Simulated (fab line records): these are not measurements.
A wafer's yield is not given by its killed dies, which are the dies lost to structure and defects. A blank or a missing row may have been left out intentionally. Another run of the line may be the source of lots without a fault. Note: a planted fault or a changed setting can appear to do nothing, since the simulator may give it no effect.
Which tool was responsible?	flow berkeley-cmos170	7 lots, 21 wafers sampled, at 2 steps of a route of 331

== WHAT THE GAUGES READ, wafer by wafer ==
UCB170_NWELL_THK_MEAS_05.
lot	measured	on	NWELL_NITRIDE_THK (nm)
L799	day 2 11:25	film-metro-01	223.3 223.5 223.8
L801	day 2 22:38	film-metro-02	221.4 222.9 223.4
L804	day 4 06:12	film-metro-03	222.6 224.9 223.6
L809	day 4 22:57	film-metro-01	226.0 223.7 223.6
L817	day 6 08:05	film-metro-02	225.4 225.4 227.7
L819	day 6 17:22	film-metro-03	222.5 224.9 222.9
L821	day 7 00:12	film-metro-03	224.7 225.2 226.1

== WHAT TOOL EACH LOT RAN ON (gives the tool, then ch and the chambers of the sampled wafers, and finally the start) ==
lot	UCB170_ZERO_STRIP_07
L799	plasma-asher-02 ch 0,1, day 2 02:32
L801	plasma-asher-01 ch 0, day 2 10:05
L804	plasma-asher-02 ch 0,1, day 3 14:23
L809	plasma-asher-01 ch 0, day 4 08:56
L817	plasma-asher-02 ch 0,1, day 5 18:47
L819	plasma-asher-02 ch 0,1, day 6 04:04
L821	plasma-asher-04 ch 0,1, day 6 14:44
- UCB170_ZERO_STRIP_07: strips in O2.

== THE ANSWER, worked out from the rows above alone ==
Rule: usual is defined by the lots themselves. Put in order of their means at a reading, lots are off if they are a third of the lots or fewer, leave a main group of 4 or more, and stand apart from it by a gap of 3 or more times the standard deviation of the main group's means; of several such gaps the widest counts. Not used: any main group whose means are identical at the precision the tables above print for the reading. Also off: a lot with no number at a reading for which 4 or more lots have one. All remaining lots with rows at the step are treated as sound.
No lot is off on any of the readings shown, so nothing can be concluded from this.

== WHAT THE SIMULATOR HAD INSERTED ==
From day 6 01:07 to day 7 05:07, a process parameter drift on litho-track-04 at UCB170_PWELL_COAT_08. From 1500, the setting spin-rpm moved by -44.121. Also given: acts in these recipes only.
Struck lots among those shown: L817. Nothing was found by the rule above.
